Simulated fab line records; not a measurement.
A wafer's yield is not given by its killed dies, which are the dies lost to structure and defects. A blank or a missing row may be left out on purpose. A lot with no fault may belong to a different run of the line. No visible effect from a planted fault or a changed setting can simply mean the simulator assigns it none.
fab line records ; flow berkeley_cmos170 ; part 2 of 2: steps 32 to 44 of 44
record lots=5; wafers=15; last_day=12
route steps=331 shown ACTIVE@76 PFIELD@79 FIELD@89 SACOX@97 SCREENOX@100 NVT@104 PVT@115
lots that met no fault: taken from a fault-free run of the same line
start_h: hours from the record's opening day to when the first of the lot's shown wafers began ; wait_h: hours since the lot's step before ; " the same as in the row above ; L1.1+2: one row covering several wafers at once ; - no value, or no start was given ; * or withheld: withheld ; < > ~ a bound
route shown NAME@n: names a module that has steps shown in the file, with the first one's number in the route ; usual: mean/standard deviation of fault-free wafers ; same: alike in all rows ; chamber/n: place in a boat ; sites: readings site by site ; _std_site: their standard deviation ; _edge_site: mean of outer sites minus mean of inner sites ; radius_mm: for every site, how far away it sits from the centre of the wafer ; mask NAME#n: copy n ; behind: the most recent tool/chamber to have shaped the wafer ; hold: the reason the lot was held/the length of the hold in hours/how it ended ; device: whichever transistor did not switch (one of n, p or np) ; end of line: the route-end tests of the same wafers ; a step given without rows: its recipe and nothing more ; killed: dies lost to structure and defects at the first sort, not the wafer's yield ; map: shows each die of a wafer: x if killed, . if not, _ if none is there
set.NAME: the setting the step ran with; set.NAME@STEP: the setting that earlier step ran with ; model.NAME: the simulator's own value behind a step, which no gauge read
a table for each step, a row for each wafer; lots at some steps of the route
services: the hour from which a tool's chamber was out of use, counted from the record's first day as start_h (under 0 if before that day), plus the number of hours and why
## steps
# step UCB170_NVT_EXPOSE_03
# recipe mask_id=PWELL; target_cd_nm=3000; na=0.5; sigma_outer=0.6; source_shape=conventional; dose_mj=30
# usual focus_offset_nm=0.0/0.47
lot.wafer;tool;chamber;start_h;wait_h;mask;focus_offset_nm
L075.1;krf_scanner-01;0;-;-;PWELL#0;-0.3
L075.3;krf_scanner-01;0;-;-;PWELL#0;0.1
L075.4;krf_scanner-01;0;-;-;PWELL#0;-0.9
L078.1;krf_scanner-01;0;152.98;0.2;PWELL#0;1.0
L078.3;krf_scanner-01;0;152.98;0.2;PWELL#0;-0.2
L078.6;krf_scanner-01;0;152.98;0.2;PWELL#0;-0.1
L079.3;krf_scanner-01;0;-;-;PWELL#0;0.0
L079.4;krf_scanner-01;0;-;-;PWELL#0;-0.8
L079.6;krf_scanner-01;0;-;-;PWELL#0;-0.1
L087.1;krf_scanner-02;0;197.33;0.6;PWELL#0;-0.8
L087.3;krf_scanner-02;0;197.33;0.6;PWELL#0;-0.3
L087.5;krf_scanner-02;0;197.33;0.6;PWELL#0;0.0
L094.1;krf_scanner-02;0;234.16;0.4;PWELL#0;-0.5
L094.2;krf_scanner-02;0;234.16;0.4;PWELL#0;-0.5
L094.5;krf_scanner-02;0;234.16;0.4;PWELL#0;-1.0
# step UCB170_NVT_PEB_04
# recipe peb_temp_c=130; peb_time_s=withheld; resist=KrF
lot.wafer;tool;chamber;start_h;wait_h
L075.1+3+4;litho_track-04;0;-;-
L078.1+3+6;litho_track-02;0;154.04;1.0
L079.3+4+6;litho_track-02;0;-;-
L087.1+3+5;litho_track-01;0;198.04;0.7
L094.1+2+5;litho_track-04;0;234.41;0.2
# step UCB170_NVT_DEVELOP_05
# recipe developer=TMAH; develop_time_s=45; resist=KrF; dev_temp_c=21
lot.wafer;tool;chamber;start_h;wait_h
L075.1+3+4;litho_track-04;0;-;-
L078.1+3+6;litho_track-02;0;-;-
L079.3+4+6;litho_track-02;0;-;-
L087.1+3+5;litho_track-01;0;-;-
L094.1+2+5;litho_track-04;0;-;-
# step UCB170_NVT_OVL_MEAS_06
# usual NVT_OVL=2/5.2
lot.wafer;tool;chamber;start_h;wait_h;NVT_OVL[nm]
L075.1;overlay-01;-;147.50;-;0
L075.3;overlay-01;-;147.50;-;2
L075.4;overlay-01;-;147.50;-;4
L078.1;overlay-01;-;154.31;-;3
L078.3;overlay-01;-;154.31;-;-8
L078.6;overlay-01;-;154.31;-;-2
L079.3;overlay-02;-;154.87;-;-5
L079.4;overlay-02;-;154.87;-;-3
L079.6;overlay-02;-;154.87;-;-6
L087.1;overlay-01;-;198.31;-;7
L087.3;overlay-01;-;198.31;-;7
L087.5;overlay-01;-;198.31;-;12
L094.1;overlay-02;-;234.70;-;1
L094.2;overlay-02;-;234.70;-;-1
L094.5;overlay-02;-;234.70;-;4
# step UCB170_NVT_IMPLANT_07
# recipe species=BF2; dose_cm2=3e+12; energy_kev=50; tilt_deg=7
# usual faraday_current_uA=9.53/0.18
lot.wafer;tool;chamber;start_h;wait_h;faraday_current_uA
L075.1;implanter-01;0;147.54;0.0;9.59
L075.3;implanter-01;0;147.54;0.0;9.77
L075.4;implanter-01;0;147.54;0.0;9.50
L078.1;implanter-01;0;154.35;0.0;9.75
L078.3;implanter-01;0;154.35;0.0;9.40
L078.6;implanter-01;0;154.35;0.0;9.10
L079.3;implanter-02;0;154.95;0.1;9.25
L079.4;implanter-02;0;154.95;0.1;9.73
L079.6;implanter-02;0;154.95;0.1;9.25
L087.1;implanter-01;0;198.35;0.0;9.79
L087.3;implanter-01;0;198.35;0.0;9.51
L087.5;implanter-01;0;198.35;0.0;9.59
L094.1;implanter-02;0;234.74;0.0;9.70
L094.2;implanter-02;0;234.74;0.0;9.54
L094.5;implanter-02;0;234.74;0.0;9.31
# step UCB170_NVT_STRIP_08
# recipe chemistry=O2; power_w=400; pressure_mtorr=3500; platen_temp_c=withheld; o2_flow_sccm=400; overash_fraction=0.5
# usual drypump_motor_current_A=5.7/0.51; oes_product_au=0.735/0.0042; strip_time_to_endpoint_s=21.61/0.065
lot.wafer;tool;chamber;start_h;wait_h;drypump_motor_current_A;oes_product_au;rf_hours_counter_h;strip_time_to_endpoint_s
L075.1;plasma_asher-03;0;147.69;0.1;5.9;0.737;36;21.59
L075.3;plasma_asher-03;0;147.69;0.1;5.8;0.737;-;21.60
L075.4;plasma_asher-03;1;147.69;0.1;5.1;0.734;-;21.57
L078.1;plasma_asher-03;0;154.50;0.1;5.8;0.738;37;21.69
L078.3;plasma_asher-03;1;154.50;0.1;5.1;0.731;-;21.54
L078.6;plasma_asher-03;1;154.50;0.1;5.1;0.733;-;21.57
L079.3;plasma_asher-02;1;155.08;0.1;5.8;0.745;-;21.58
L079.4;plasma_asher-02;0;155.08;0.1;6.5;0.737;-;21.58
L079.6;plasma_asher-02;1;155.08;0.1;5.8;0.726;-;21.54
L087.1;plasma_asher-01;0;198.50;0.1;5.3;0.737;43;21.62
L087.3;plasma_asher-01;0;198.50;0.1;5.3;0.738;-;21.66
L087.5;plasma_asher-01;0;198.50;0.1;5.3;0.731;-;21.60
L094.1;plasma_asher-03;0;234.89;0.1;5.8;0.736;46;21.80
L094.2;plasma_asher-03;1;234.89;0.1;5.1;0.735;46;21.71
L094.5;plasma_asher-03;0;234.89;0.1;5.8;0.734;-;21.67
# step UCB170_NVT_TW_MEAS_09
# usual NVT_TW=528/4.9
lot.wafer;tool;chamber;start_h;wait_h;NVT_TW
L075.1;film_metro-04;-;147.79;0.1;532
L075.3;film_metro-04;-;147.79;0.1;535
L075.4;film_metro-04;-;147.79;0.1;536
L078.1;film_metro-02;-;154.60;0.1;522
L078.3;film_metro-02;-;154.60;0.1;521
L078.6;film_metro-02;-;154.60;0.1;521
L079.3;film_metro-04;-;155.17;0.1;533
L079.4;film_metro-04;-;155.17;0.1;531
L079.6;film_metro-04;-;155.17;0.1;531
L087.1;film_metro-01;-;198.60;0.1;530
L087.3;film_metro-01;-;198.60;0.1;534
L087.5;film_metro-01;-;198.60;0.1;531
L094.1;film_metro-04;-;234.99;0.1;530
L094.2;film_metro-04;-;234.99;0.1;527
L094.5;film_metro-04;-;234.99;0.1;528
# step UCB170_NVT_CLEAN_10
# recipe chemistry=SPM; temp_c=120; time_s=600
lot.wafer;tool;chamber;start_h;wait_h
L075.1+3+4;wet_bench-02;1;147.85;0.1
L078.1+3+6;wet_bench-04;0;154.66;0.1
L079.3+4+6;wet_bench-04;2;155.21;0.0
L087.1+3+5;wet_bench-01;3;198.66;0.1
L094.1+2+5;wet_bench-04;1;235.12;0.1
# step UCB170_PVT_HMDS_00
# recipe prime_time_s=60; prime_temp_c=100
lot.wafer;tool;chamber;start_h;wait_h
L075.1+3+4;litho_track-03;0;149.33;1.3
L078.1+3+6;litho_track-03;0;156.20;1.4
L079.3+4+6;litho_track-04;0;157.05;1.7
L087.1+3+5;litho_track-04;0;200.14;1.3
L094.1+2+5;litho_track-04;0;235.33;0.0
# step UCB170_PVT_COAT_01
# recipe resist=KrF; spin_rpm=1500; resist_thk_nm=900
# usual spin_speed_rpm=1499.9/0.94
lot.wafer;tool;chamber;start_h;wait_h;spin_speed_rpm
L075.1;litho_track-03;0;149.48;0.1;1500.7
L075.3;litho_track-03;0;149.48;0.1;1502.0
L075.4;litho_track-03;0;149.48;0.1;1500.4
L078.1;litho_track-03;0;156.35;0.1;1500.1
L078.3;litho_track-03;0;156.35;0.1;1499.0
L078.6;litho_track-03;0;156.35;0.1;1499.3
L079.3;litho_track-04;0;157.20;0.1;1500.8
L079.4;litho_track-04;0;157.20;0.1;1500.6
L079.6;litho_track-04;0;157.20;0.1;1497.9
L087.1;litho_track-04;0;200.29;0.1;1500.2
L087.3;litho_track-04;0;200.29;0.1;1499.0
L087.5;litho_track-04;0;200.29;0.1;1501.1
L094.1;litho_track-04;0;235.48;0.1;1501.6
L094.2;litho_track-04;0;235.48;0.1;1500.2
L094.5;litho_track-04;0;235.48;0.1;1499.4
# step UCB170_PVT_SOFTBAKE_02
# recipe resist=KrF; temp_c=130; time_s=60
lot.wafer;tool;chamber;start_h;wait_h
L075.1+3+4;litho_track-03;0;149.63;0.1
L078.1+3+6;litho_track-03;0;156.50;0.1
L079.3+4+6;litho_track-04;0;157.35;0.1
L087.1+3+5;litho_track-04;0;200.44;0.1
L094.1+2+5;litho_track-04;0;235.63;0.1
# step UCB170_PVT_EXPOSE_03
# recipe mask_id=NWELL; target_cd_nm=3000; na=0.5; sigma_outer=0.6; source_shape=conventional; dose_mj=30
# usual focus_offset_nm=-0.1/0.52
lot.wafer;tool;chamber;start_h;wait_h;mask;focus_offset_nm
L075.1;krf_scanner-01;0;-;-;NWELL#0;-0.3
L075.3;krf_scanner-01;0;-;-;NWELL#0;0.2
L075.4;krf_scanner-01;0;-;-;NWELL#0;0.2
L078.1;krf_scanner-01;0;-;-;NWELL#0;-0.3
L078.3;krf_scanner-01;0;-;-;NWELL#0;0.0
L078.6;krf_scanner-01;0;-;-;NWELL#0;-0.6
L079.3;krf_scanner-02;0;-;-;NWELL#0;0.5
L079.4;krf_scanner-02;0;-;-;NWELL#0;0.6
L079.6;krf_scanner-02;0;-;-;NWELL#0;0.2
L087.1;krf_scanner-02;0;200.59;0.1;NWELL#0;-1.2
L087.3;krf_scanner-02;0;200.59;0.1;NWELL#0;-0.7
L087.5;krf_scanner-02;0;200.59;0.1;NWELL#0;0.2
L094.1;krf_scanner-01;0;235.90;0.2;NWELL#0;0.1
L094.2;krf_scanner-01;0;235.90;0.2;NWELL#0;-0.5
L094.5;krf_scanner-01;0;235.90;0.2;NWELL#0;0.1
# step UCB170_PVT_PEB_04
# recipe peb_temp_c=130; peb_time_s=withheld; resist=KrF
lot.wafer;tool;chamber;start_h;wait_h
L075.1+3+4;litho_track-03;0;-;-
L078.1+3+6;litho_track-02;0;-;-
L079.3+4+6;litho_track-03;0;-;-
L087.1+3+5;litho_track-03;0;201.62;1.0
L094.1+2+5;litho_track-02;0;236.38;0.5
## services
tool;chamber;start_h;hours;kind
plasma_asher-03;-;90.04;1.9;repair
implanter-01;-;96.25;5.2;repair
krf_scanner-01;-;99.82;0.8;pm
implanter-03;-;100.79;1.6;repair
implanter-02;-;107.69;4.9;repair
plasma_asher-02;-;108.75;9.0;pm
plasma_asher-02;-;115.20;1.8;repair
furnace-04;-;125.71;2.5;pm
implanter-03;-;135.45;9.0;pm
plasma_asher-02;-;148.27;2.3;repair
implanter-01;-;150.61;1.9;repair
krf_scanner-02;-;157.68;0.8;pm
krf_scanner-02;-;170.24;4.4;pm
furnace-01;-;171.89;2.3;pm
plasma_asher-02;-;176.38;2.2;repair
plasma_asher-02;-;179.10;6.4;repair
furnace-02;-;183.87;3.5;pm
krf_scanner-01;-;192.61;1.0;pm
krf_scanner-02;-;193.61;1.0;pm
krf_scanner-02;-;207.46;1.3;pm
plasma_asher-02;-;208.48;0.3;repair
plasma_asher-04;-;217.16;7.8;repair
krf_scanner-01;-;221.41;1.3;pm
furnace-01;-;227.01;3.9;pm
